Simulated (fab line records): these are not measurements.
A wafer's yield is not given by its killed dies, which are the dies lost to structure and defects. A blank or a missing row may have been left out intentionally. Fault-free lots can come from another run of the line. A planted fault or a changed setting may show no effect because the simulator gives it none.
fab line records | flow ritCmos
[record] lots = 14 | wafers = 42 | lastDay = 7
route steps=202 shown NWELL@34 NRETRO@62 NLDD@108 PSD@152 M1@202
lots untouched by any fault: they come from a run of this same line in which no faults occurred
startH: hours from the record's opening day to when the first of the lot's shown wafers began | waitH: how many hours have passed since the lot's step before this one | " identical to the entry in the row above | L1.1+2: one row covering several wafers at once | - value missing, or start not given | * or withheld: withheld | < > ~ a bound
route shown NAME@n: NAME is a module with steps in the file, n the number in the route of the first one | usual: mean and standard deviation over wafers with no fault | same: alike in all rows | chamber/n: place in a boat | sites: each site's reading | _std_site: the standard deviation of these | _edge_site: the outer-site mean with the inner-site mean subtracted | radiusMm: for every site, how far away it sits from the centre of the wafer | mask NAME#n: copy n | behind: the last tool/chamber to shape the wafer | hold: what put the lot on hold/how long, in hours/how the hold closed | device: the n, p or np transistor that did not switch | end of line: at the end of the route, the tests of the same wafers | a step given without rows: its recipe and nothing more | killed: at the first sort, the dies lost to defects and structure; wafer yield is something else | map: shows each die of a wafer: x if killed, . if not, _ if none is there
set.NAME: the setting that was run; set.NAME@STEP: the one run at that earlier step | model.NAME: the simulator's own value behind a step, which no gauge read
a sample of lots followed through the steps of the route, with each step as a table and each wafer as a row
services: from which hour (startH, from the record's first day; less than 0 if before it) a tool's chamber was out of use, for how many hours, and why
[[steps]]
[step RIT_NWELL_OVL_MEAS_06]
[usual] NWELL_OVL = 0.2/1.5
lot.wafer | tool       | chamber | startH | waitH | NWELL_OVL[nm]
L590.2    | overlay-02 | -       | 22.43  | -     | -0.7
L590.4    | "          | -       | "      | "     | 0.9
L590.6    | "          | -       | "      | "     | 1.4
L591.2    | overlay-02 | -       | 27.46  | -     | 0.5
L591.3    | "          | -       | "      | "     | 1.8
L591.5    | "          | -       | "      | "     | 1.0
L593.2    | overlay-02 | -       | 36.35  | -     | -1.0
L593.4    | "          | -       | "      | "     | -1.3
L593.5    | "          | -       | "      | "     | -0.9
L594.1    | overlay-02 | -       | 41.03  | -     | 0.6
L594.3    | "          | -       | "      | "     | 1.4
L594.6    | "          | -       | "      | "     | 2.5
L596.1    | overlay-02 | -       | 50.30  | -     | 2.5
L596.2    | "          | -       | "      | "     | 1.3
L596.4    | "          | -       | "      | "     | 1.6
L597.2    | overlay-01 | -       | 59.47  | -     | -1.7
L597.3    | "          | -       | "      | "     | -1.8
L597.6    | "          | -       | "      | "     | -1.6
L598.1    | overlay-02 | -       | 63.21  | -     | 1.2
L598.2    | "          | -       | "      | "     | -1.0
L598.3    | "          | -       | "      | "     | 1.3
L599.2    | overlay-01 | -       | 70.08  | -     | 0.8
L599.5    | "          | -       | "      | "     | 1.6
L599.6    | "          | -       | "      | "     | 1.5
L600.1    | overlay-02 | -       | 73.42  | -     | -1.7
L600.3    | "          | -       | "      | "     | -2.9
L600.5    | "          | -       | "      | "     | -1.4
L601.1    | overlay-02 | -       | 76.96  | -     | -1.2
L601.2    | "          | -       | "      | "     | -1.3
L601.5    | "          | -       | "      | "     | -0.1
L603.3    | overlay-02 | -       | 87.36  | -     | 1.9
L603.4    | "          | -       | "      | "     | 3.5
L603.5    | "          | -       | "      | "     | 2.2
L607.1    | overlay-01 | -       | 108.32 | -     | 1.5
L607.3    | "          | -       | "      | "     | 2.3
L607.4    | "          | -       | "      | "     | 2.8
L610.1    | overlay-02 | -       | 123.32 | -     | -0.2
L610.5    | "          | -       | "      | "     | -1.0
L610.6    | "          | -       | "      | "     | -1.3
L613.1    | overlay-01 | -       | 137.38 | -     | -0.2
L613.5    | "          | -       | "      | "     | 0.2
L613.6    | "          | -       | "      | "     | -1.4
[step RIT_NRETRO_STRIP_09]
[recipe] chemistry = O2 | timeS = 180 | resist = NOVOLAK | platenTempC = withheld | powerW = 500 | pressureMtorr = 4000 | o2FlowSccm = 4000
[usual] drypumpMotorCurrentA = 5.7/0.49
lot.wafer | tool           | chamber | startH | waitH | drypumpMotorCurrentA | rfHoursCounterH
L590.2    | plasmaAsher-04 | 0       | 32.38  | 0.1   | 5.7                  | 38
L590.4    | "              | 0       | "      | "     | 5.7                  | -
L590.6    | "              | 1       | "      | "     | 6.2                  | -
L591.2    | plasmaAsher-01 | 0       | 36.63  | 0.1   | 4.9                  | 25
L591.3    | "              | 1       | "      | "     | 6.6                  | -
L591.5    | "              | 1       | "      | "     | 6.6                  | -
L593.2    | plasmaAsher-04 | 1       | 45.85  | 0.1   | 6.2                  | 40
L593.4    | "              | 0       | "      | "     | 5.8                  | -
L593.5    | "              | 1       | "      | "     | 6.2                  | -
L594.1    | plasmaAsher-04 | 1       | 50.02  | 0.1   | 6.2                  | 40
L594.3    | "              | 1       | "      | "     | 6.2                  | -
L594.6    | "              | 0       | "      | "     | 5.8                  | -
L596.1    | plasmaAsher-03 | 1       | 60.10  | 0.1   | 5.2                  | 39
L596.2    | "              | 0       | "      | "     | 5.5                  | 39
L596.4    | "              | 0       | "      | "     | 5.5                  | -
L597.2    | plasmaAsher-03 | 0       | 68.58  | 0.1   | 5.5                  | 40
L597.3    | "              | 0       | "      | "     | 5.6                  | -
L597.6    | "              | 1       | "      | "     | 5.2                  | -
L598.1    | plasmaAsher-01 | 0       | 73.06  | 0.1   | 5.0                  | 29
L598.2    | "              | 1       | "      | "     | 6.6                  | 29
L598.3    | "              | 1       | "      | "     | 6.6                  | -
L599.2    | plasmaAsher-03 | 1       | 79.32  | 0.1   | 5.2                  | 41
L599.5    | "              | 0       | "      | "     | 5.6                  | -
L599.6    | "              | 1       | "      | "     | 5.2                  | -
L600.1    | plasmaAsher-03 | 0       | 83.16  | 0.1   | 5.5                  | 41
L600.3    | "              | 0       | "      | "     | 5.5                  | -
L600.5    | "              | 0       | "      | "     | 5.5                  | -
L601.1    | plasmaAsher-01 | 0       | 86.75  | 0.1   | 4.9                  | 31
L601.2    | "              | 1       | "      | "     | 6.6                  | 31
L601.5    | "              | 1       | "      | "     | 6.6                  | -
L603.3    | plasmaAsher-04 | 1       | 97.11  | 0.1   | 6.3                  | -
L603.4    | "              | 0       | "      | "     | 5.8                  | -
L603.5    | "              | 1       | "      | "     | 6.2                  | -
L607.1    | plasmaAsher-04 | 1       | 117.75 | 0.1   | 6.2                  | 0
L607.3    | "              | 0       | "      | "     | 5.8                  | -
L607.4    | "              | 1       | "      | "     | 6.2                  | -
L610.1    | plasmaAsher-03 | 0       | 132.18 | 0.1   | 5.5                  | 48
L610.5    | "              | 1       | "      | "     | 5.2                  | -
L610.6    | "              | 0       | "      | "     | 5.6                  | -
L613.1    | plasmaAsher-03 | 1       | 146.58 | 0.1   | 5.2                  | 50
L613.5    | "              | 0       | "      | "     | 5.5                  | -
L613.6    | "              | 1       | "      | "     | 5.2                  | -
[step RIT_NLDD_DEVELOP_05]
[recipe] resist = NOVOLAK | developTimeS = 50 | devTempC = 23
[usual] developerTempC = 23.02/0.11
lot.wafer | tool          | chamber | startH | waitH | developerTempC
L590.2    | lithoTrack-02 | 0       | 44     | -     | 23.14
L590.4    | "             | 0       | "      | "     | 23.14
L590.6    | "             | 0       | "      | "     | 23.05
L591.2    | lithoTrack-02 | 0       | 50     | -     | 23.14
L591.3    | "             | 0       | "      | "     | 23.14
L591.5    | "             | 0       | "      | "     | 23.20
L593.2    | lithoTrack-03 | 0       | 57     | -     | 23.01
L593.4    | "             | 0       | "      | "     | 23.16
L593.5    | "             | 0       | "      | "     | 23.10
L594.1    | lithoTrack-01 | 0       | 64     | -     | 22.94
L594.3    | "             | 0       | "      | "     | 23.01
L594.6    | "             | 0       | "      | "     | 23.07
L596.1    | lithoTrack-03 | 0       | 72     | -     | 23.14
L596.2    | "             | 0       | "      | "     | 23.08
L596.4    | "             | 0       | 73     | -     | 23.04
L597.2    | lithoTrack-01 | 0       | 82     | -     | 23.15
L597.3    | "             | 0       | "      | "     | 22.96
L597.6    | "             | 0       | "      | "     | 22.99
L598.1    | lithoTrack-01 | 0       | 86     | -     | 23.06
L598.2    | "             | 0       | "      | "     | 23.07
L598.3    | "             | 0       | "      | "     | 23.03
L599.2    | lithoTrack-03 | 0       | 93     | -     | 23.05
L599.5    | "             | 0       | "      | "     | 23.15
L599.6    | "             | 0       | "      | "     | 23.07
L600.1    | lithoTrack-01 | 0       | 98     | -     | 23.20
L600.3    | "             | 0       | "      | "     | 23.29
L600.5    | "             | 0       | "      | "     | 23.18
L601.1    | lithoTrack-01 | 0       | 101    | -     | 22.97
L601.2    | "             | 0       | "      | "     | 23.10
L601.5    | "             | 0       | "      | "     | 22.95
L603.3    | lithoTrack-01 | 0       | 111    | -     | 23.21
L603.4    | "             | 0       | "      | "     | 23.04
L603.5    | "             | 0       | "      | "     | 22.94
L607.1    | lithoTrack-01 | 0       | 131    | -     | 23.91
L607.3    | "             | 0       | "      | "     | 23.94
L607.4    | "             | 0       | "      | "     | 23.95
L610.1    | lithoTrack-01 | 0       | 145    | -     | 23.86
L610.5    | "             | 0       | "      | "     | 23.89
L610.6    | "             | 0       | "      | "     | 23.93
L613.1    | lithoTrack-02 | 0       | 160    | -     | 22.91
L613.5    | "             | 0       | "      | "     | 22.94
L613.6    | "             | 0       | "      | "     | 22.98
[step RIT_PSD_TW_MEAS_10]
[usual] PSD_TW = 3423/26
lot.wafer | tool         | chamber | startH | waitH | PSD_TW
L590.2    | filmMetro-04 | -       | 52.85  | 0.1   | 3413
L590.4    | "            | -       | "      | "     | 3408
L590.6    | "            | -       | "      | "     | 3434
L591.2    | filmMetro-03 | -       | 58.45  | 0.1   | 3383
L591.3    | "            | -       | "      | "     | 3371
L591.5    | "            | -       | "      | "     | 3378
L593.2    | filmMetro-04 | -       | 64.67  | 0.1   | 3408
L593.4    | "            | -       | "      | "     | 3403
L593.5    | "            | -       | "      | "     | 3414
L594.1    | filmMetro-02 | -       | 71.86  | 0.1   | 3463
L594.3    | "            | -       | "      | "     | 3451
L594.6    | "            | -       | "      | "     | 3436
L596.1    | filmMetro-03 | -       | 80.76  | 0.1   | 3380
L596.2    | "            | -       | "      | "     | 3401
L596.4    | "            | -       | "      | "     | 3367
L597.2    | filmMetro-04 | -       | 90.21  | 0.1   | 3463
L597.3    | "            | -       | "      | "     | 3458
L597.6    | "            | -       | "      | "     | 3434
L598.1    | filmMetro-04 | -       | 93.79  | 0.1   | 3462
L598.2    | "            | -       | "      | "     | 3466
L598.3    | "            | -       | "      | "     | 3442
L599.2    | filmMetro-02 | -       | 101.26 | 0.1   | 3438
L599.5    | "            | -       | "      | "     | 3453
L599.6    | "            | -       | "      | "     | 3465
L600.1    | filmMetro-03 | -       | 106.35 | 0.1   | 3386
L600.3    | "            | -       | "      | "     | 3388
L600.5    | "            | -       | "      | "     | 3396
L601.1    | filmMetro-04 | -       | 108.90 | 0.1   | 3430
L601.2    | "            | -       | "      | "     | 3424
L601.5    | "            | -       | "      | "     | 3428
L603.3    | filmMetro-02 | -       | 119.14 | 0.1   | 3418
L603.4    | "            | -       | "      | "     | 3433
L603.5    | "            | -       | "      | "     | 3423
L607.1    | filmMetro-04 | -       | 139.96 | 0.1   | 3391
L607.3    | "            | -       | "      | "     | 3414
L607.4    | "            | -       | "      | "     | 3404
L610.1    | filmMetro-04 | -       | 152.94 | 0.1   | 3425
L610.5    | "            | -       | "      | "     | 3431
L610.6    | "            | -       | "      | "     | 3415
L613.1    | filmMetro-02 | -       | 168.69 | 0.1   | 3432
L613.5    | "            | -       | "      | "     | 3431
L613.6    | "            | -       | "      | "     | 3414
[step RIT_M1_PROBE_99]
[usual] killedAtContacts = 0.1/0.3 | killedAtFrontEnd = 6.9/2.9 | killedDies = 7.0/2.9 | killedOpen = 3.3/2 | killedShort = 3.7/2
[same] grossDies = 264 | killed_at_M0_to_M3 = 0 | killed_at_M4_up = 0 | killedAtBackSide = 0 | killedAtOther = 0
lot.wafer | tool      | chamber | startH | waitH | killedAtContacts | killedAtFrontEnd | killedDies | killedOpen | killedShort
L590.2    | prober-01 | -       | 60.95  | 0.1   | 1                | 13               | 14         | 4          | 10
L590.4    | prober-01 | -       | 61.05  | 0.2   | 0                | 9                | 9          | 8          | 1
L590.6    | prober-01 | -       | 61.15  | 0.2   | 0                | 2                | 2          | 1          | 1
L591.2    | prober-02 | -       | 66.84  | 0.1   | 0                | 10               | 10         | 8          | 2
L591.3    | prober-02 | -       | 66.89  | 0.2   | 0                | 5                | 5          | 4          | 1
L591.5    | prober-02 | -       | 66.99  | 0.2   | 0                | 4                | 4          | 1          | 3
L593.2    | prober-02 | -       | 72.69  | 0.1   | 0                | 6                | 6          | 2          | 4
L593.4    | prober-02 | -       | 72.79  | 0.2   | 0                | 9                | 9          | 2          | 7
L593.5    | prober-02 | -       | 72.84  | 0.2   | 0                | 5                | 5          | 2          | 3
L594.1    | prober-01 | -       | 79.88  | 0.1   | 0                | 6                | 6          | 3          | 3
L594.3    | prober-01 | -       | 79.98  | 0.2   | 0                | 7                | 7          | 4          | 3
L594.6    | prober-01 | -       | 80.13  | 0.2   | 0                | 11               | 11         | 5          | 6
L596.1    | prober-01 | -       | 88.48  | 0.1   | 0                | 8                | 8          | 4          | 4
L596.2    | prober-01 | -       | 88.53  | 0.1   | 0                | 6                | 6          | 2          | 4
L596.4    | prober-01 | -       | 88.63  | 0.2   | 1                | 12               | 13         | 10         | 3
L597.2    | prober-02 | -       | 98.70  | 0.1   | 0                | 14               | 14         | 11         | 3
L597.3    | prober-02 | -       | 98.75  | 0.2   | 0                | 4                | 4          | 0          | 4
L597.6    | prober-02 | -       | 98.90  | 0.2   | 0                | 12               | 12         | 7          | 5
L598.1    | prober-01 | -       | 101.68 | 0.1   | 0                | 9                | 9          | 6          | 3
L598.2    | prober-01 | -       | 101.73 | 0.1   | 0                | 5                | 5          | 1          | 4
L598.3    | prober-01 | -       | 101.78 | 0.2   | 0                | 4                | 4          | 2          | 2
L599.2    | prober-02 | -       | 109.42 | 0.1   | 0                | 5                | 5          | 3          | 2
L599.5    | prober-02 | -       | 109.57 | 0.2   | 0                | 10               | 10         | 2          | 8
L599.6    | prober-02 | -       | 109.62 | 0.2   | 0                | 10               | 10         | 3          | 7
L600.1    | prober-02 | -       | 114.52 | 0.1   | 1                | 4                | 5          | 4          | 1
L600.3    | prober-02 | -       | 114.62 | 0.2   | 0                | 8                | 8          | 6          | 2
L600.5    | prober-02 | -       | 114.72 | 0.2   | 0                | 10               | 10         | 5          | 5
L601.1    | prober-01 | -       | 117.23 | 0.1   | 0                | 6                | 6          | 3          | 3
L601.2    | prober-01 | -       | 117.28 | 0.1   | 0                | 6                | 6          | 4          | 2
L601.5    | prober-01 | -       | 117.43 | 0.2   | 0                | 11               | 11         | 5          | 6
L603.3    | prober-01 | -       | 127.26 | 0.2   | 0                | 7                | 7          | 4          | 3
L603.4    | prober-01 | -       | 127.31 | 0.2   | 0                | 8                | 8          | 5          | 3
L603.5    | prober-01 | -       | 127.36 | 0.2   | 0                | 5                | 5          | 4          | 1
L607.1    | prober-01 | -       | 147.83 | 0.1   | 0                | 8                | 8          | 5          | 3
L607.3    | prober-01 | -       | 147.93 | 0.2   | 0                | 6                | 6          | 4          | 2
L607.4    | prober-01 | -       | 147.98 | 0.2   | 0                | 8                | 8          | 5          | 3
L610.1    | prober-01 | -       | 160.93 | 0.1   | 0                | 4                | 4          | 0          | 4
L610.5    | prober-01 | -       | 161.13 | 0.2   | 0                | 5                | 5          | 2          | 3
L610.6    | prober-01 | -       | 161.18 | 0.2   | 0                | 9                | 9          | 5          | 4
L613.1    | prober-02 | -       | 176.55 | 0.1   | 0                | 11               | 11         | 6          | 5
L613.5    | prober-02 | -       | 176.75 | 0.2   | 0                | 10               | 10         | 5          | 5
L613.6    | prober-02 | -       | 176.80 | 0.2   | 0                | 8                | 8          | 5          | 3
// killed by level:class
L590.2 SILICIDE:geometricParticle:short=5 FOX2:geometricParticle:short=2 SPACER:geometricParticle:open=2 FOX2:geometricParticle:open=1 GATE:geometricParticle:short=1 SPACER:geometricParticle:short=1 SILICIDE:geometricParticle:open=1 CONTACT:geometricParticle:short=1
L590.4 SILICIDE:geometricParticle:open=5 GATE:geometricParticle:open=2 FOX2:geometricParticle:open=1 SILICIDE:geometricParticle:short=1
L590.6 FOX1:geometricParticle:open=1 FOX2:geometricParticle:short=1
L591.2 GATE:geometricParticle:open=4 FOX2:geometricParticle:open=1 REOX:geometricParticle:open=1 REOX:geometricParticle:short=1 SPACER:geometricParticle:open=1 SILICIDE:geometricParticle:short=1 SILICIDE:geometricParticle:open=1
L591.3 FOX1:geometricParticle:open=1 GATE:geometricParticle:open=1 REOX:geometricParticle:open=1 SPACER:geometricParticle:open=1 SILICIDE:geometricParticle:short=1
L591.5 SPACER:geometricParticle:short=2 GATE:geometricParticle:short=1 SPACER:geometricParticle:open=1
L593.2 FOX2:geometricParticle:short=2 GATE:geometricParticle:short=2 GATE:geometricParticle:open=1 SPACER:geometricParticle:open=1
L593.4 GATE:geometricParticle:short=3 REOX:geometricParticle:open=2 REOX:geometricParticle:short=2 FOX2:geometricParticle:short=1 SPACER:geometricParticle:short=1
L593.5 REOX:geometricParticle:short=2 GATE:geometricParticle:open=1 SPACER:geometricParticle:short=1 SILICIDE:geometricParticle:open=1
L594.1 FOX1:geometricParticle:open=1 FOX2:geometricParticle:open=1 FOX2:geometricParticle:short=1 GATE:geometricParticle:short=1 REOX:geometricParticle:short=1 SILICIDE:geometricParticle:open=1
L594.3 GATE:geometricParticle:short=2 FOX2:geometricParticle:open=1 GATE:geometricParticle:open=1 REOX:geometricParticle:open=1 SPACER:geometricParticle:open=1 SILICIDE:geometricParticle:short=1
L594.6 FOX1:geometricParticle:short=2 FOX2:geometricParticle:short=2 SPACER:geometricParticle:open=2 GATE:geometricParticle:open=1 REOX:geometricParticle:open=1 REOX:geometricParticle:short=1 SILICIDE:geometricParticle:open=1 SILICIDE:geometricParticle:short=1
L596.1 GATE:geometricParticle:short=2 REOX:geometricParticle:open=2 FOX2:geometricParticle:open=1 REOX:geometricParticle:short=1 SILICIDE:geometricParticle:short=1 SILICIDE:geometricParticle:open=1
L596.2 REOX:geometricParticle:short=3 FOX1:geometricParticle:open=1 FOX1:geometricParticle:short=1 REOX:geometricParticle:open=1
L596.4 SILICIDE:geometricParticle:open=4 SPACER:geometricParticle:open=2 FOX1:geometricParticle:open=1 FOX1:geometricParticle:short=1 FOX2:geometricParticle:short=1 GATE:geometricParticle:open=1 REOX:geometricParticle:open=1 SILICIDE:geometricParticle:short=1
L597.2 GATE:geometricParticle:open=5 REOX:geometricParticle:short=3 FOX1:geometricParticle:open=2 REOX:geometricParticle:open=2 SPACER:geometricParticle:open=2
L597.3 GATE:geometricParticle:short=2 REOX:geometricParticle:short=2
L597.6 GATE:geometricParticle:open=5 GATE:geometricParticle:short=3 REOX:geometricParticle:short=2 REOX:geometricParticle:open=2
L598.1 REOX:geometricParticle:open=4 GATE:geometricParticle:open=1 GATE:geometricParticle:short=1 REOX:geometricParticle:short=1 SPACER:geometricParticle:short=1 SPACER:geometricParticle:open=1
L598.2 GATE:geometricParticle:short=2 FOX1:geometricParticle:short=1 SPACER:geometricParticle:short=1 SILICIDE:geometricParticle:open=1
L598.3 FOX2:geometricParticle:open=1 GATE:geometricParticle:short=1 GATE:geometricParticle:open=1 SPACER:geometricParticle:short=1
L599.2 GATE:geometricParticle:open=3 GATE:geometricParticle:short=2
L599.5 GATE:geometricParticle:short=4 FOX1:geometricParticle:short=2 FOX1:geometricParticle:open=1 REOX:geometricParticle:short=1 SPACER:geometricParticle:short=1 SPACER:geometricParticle:open=1
L599.6 REOX:geometricParticle:short=3 GATE:geometricParticle:short=2 SILICIDE:geometricParticle:short=2 GATE:geometricParticle:open=1 SPACER:geometricParticle:open=1 SILICIDE:geometricParticle:open=1
L600.1 GATE:geometricParticle:open=2 SILICIDE:geometricParticle:short=1 SILICIDE:geometricParticle:open=1 CONTACT:geometricParticle:open=1
L600.3 SPACER:geometricParticle:open=4 FOX1:geometricParticle:open=1 GATE:geometricParticle:short=1 GATE:geometricParticle:open=1 SPACER:geometricParticle:short=1
L600.5 GATE:geometricParticle:open=3 SPACER:geometricParticle:open=2 SPACER:geometricParticle:short=2 FOX1:geometricParticle:short=1 FOX2:geometricParticle:short=1 GATE:geometricParticle:short=1
L601.1 REOX:geometricParticle:short=2 FOX1:geometricParticle:open=1 FOX2:geometricParticle:short=1 GATE:geometricParticle:open=1 REOX:geometricParticle:open=1
L601.2 GATE:geometricParticle:open=2 REOX:geometricParticle:open=1 REOX:geometricParticle:short=1 SPACER:geometricParticle:short=1 SILICIDE:geometricParticle:open=1
L601.5 FOX1:geometricParticle:short=2 GATE:geometricParticle:open=2 FOX2:geometricParticle:open=1 GATE:geometricParticle:short=1 REOX:geometricParticle:open=1 REOX:geometricParticle:short=1 SPACER:geometricParticle:short=1 SPACER:geometricParticle:open=1
L603.3 GATE:geometricParticle:open=3 GATE:geometricParticle:short=1 REOX:geometricParticle:short=1 REOX:geometricParticle:open=1 SILICIDE:geometricParticle:short=1
L603.4 GATE:geometricParticle:short=2 GATE:geometricParticle:open=2 FOX1:geometricParticle:short=1 FOX1:geometricParticle:open=1 REOX:geometricParticle:open=1 SILICIDE:geometricParticle:open=1
L603.5 FOX2:geometricParticle:open=2 GATE:geometricParticle:open=1 REOX:geometricParticle:short=1 SILICIDE:geometricParticle:open=1
L607.1 GATE:geometricParticle:open=2 SPACER:geometricParticle:open=2 FOX2:geometricParticle:short=1 GATE:geometricParticle:short=1 REOX:geometricParticle:open=1 SILICIDE:geometricParticle:short=1
L607.3 FOX1:geometricParticle:open=1 FOX2:geometricParticle:short=1 FOX2:geometricParticle:open=1 GATE:geometricParticle:short=1 REOX:geometricParticle:open=1 SILICIDE:geometricParticle:open=1
L607.4 GATE:geometricParticle:open=2 SPACER:geometricParticle:short=2 FOX2:geometricParticle:open=1 FOX2:geometricParticle:short=1 REOX:geometricParticle:open=1 SILICIDE:geometricParticle:open=1
L610.1 GATE:geometricParticle:short=2 REOX:geometricParticle:short=2
L610.5 ACTIVE:geometricParticle:open=1 FOX1:geometricParticle:short=1 FOX2:geometricParticle:short=1 GATE:geometricParticle:open=1 SILICIDE:geometricParticle:short=1
L610.6 GATE:geometricParticle:open=2 SILICIDE:geometricParticle:short=2 FOX2:geometricParticle:open=1 GATE:geometricParticle:short=1 REOX:geometricParticle:open=1 REOX:geometricParticle:short=1 SPACER:geometricParticle:open=1
L613.1 FOX1:geometricParticle:open=2 FOX1:geometricParticle:short=2 FOX2:geometricParticle:open=2 REOX:geometricParticle:short=2 REOX:geometricParticle:open=2 GATE:geometricParticle:short=1
L613.5 GATE:geometricParticle:open=4 FOX1:geometricParticle:short=1 GATE:geometricParticle:short=1 REOX:geometricParticle:short=1 SPACER:geometricParticle:short=1 SPACER:geometricParticle:open=1 SILICIDE:geometricParticle:short=1
L613.6 FOX1:geometricParticle:short=2 GATE:geometricParticle:open=2 FOX1:geometricParticle:open=1 REOX:geometricParticle:open=1 REOX:geometricParticle:short=1 SPACER:geometricParticle:open=1
[[services]]
tool           | chamber | startH | hours | kind
plasmaAsher-03 | -       | 19.09  | 12.5  | repair
plasmaAsher-01 | -       | 29.87  | 3.1   | repair
plasmaAsher-03 | -       | 31.62  | 2.8   | pm
plasmaAsher-04 | -       | 43.96  | 1.8   | repair
plasmaAsher-01 | -       | 78.99  | 1.2   | repair
plasmaAsher-04 | -       | 100.62 | 2.8   | pm
plasmaAsher-01 | -       | 101.44 | 14.6  | pm
plasmaAsher-04 | -       | 108.75 | 9.0   | pm
plasmaAsher-04 | 0       | 108.75 | 9.0   | ventCycle
plasmaAsher-04 | 1       | 108.75 | 9.0   | ventCycle
plasmaAsher-04 | 0       | 117.75 | -     | clean
plasmaAsher-04 | 1       | 117.75 | -     | clean
plasmaAsher-04 | -       | 126.64 | 2.2   | repair
[[key]]
[firstSign] step = RIT_NLDD_DEVELOP_05 | reading = developerTempC | direction = up | sigmas = 8.3 | usual = * | struck = *
effect none on later readings
metAt RIT_NLDD_DEVELOP_05
struckLots L607,L610
testerLeftOut L607,L610
notActingAt RIT_NWELL_OVL_MEAS_06,RIT_NRETRO_STRIP_09,RIT_PSD_TW_MEAS_10
onsetBetween 111 131
[fault] kind = processParameterDrift | tool = lithoTrack-01 | chamber = - | onsetH = 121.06 | steps = RIT_NLDD_DEVELOP_05 | channel = devTempC | offset = * | shape = step | endH = 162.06 | actsIn = * | stated = *
// testerLeftOut: of these lots the tester's yield and bins aren't shown, on N5 and GAA mostly nor the transistor test; their killed dies are dies lost to structure and defects alone, not to doping, threshold or leakage, so they don't give the yield
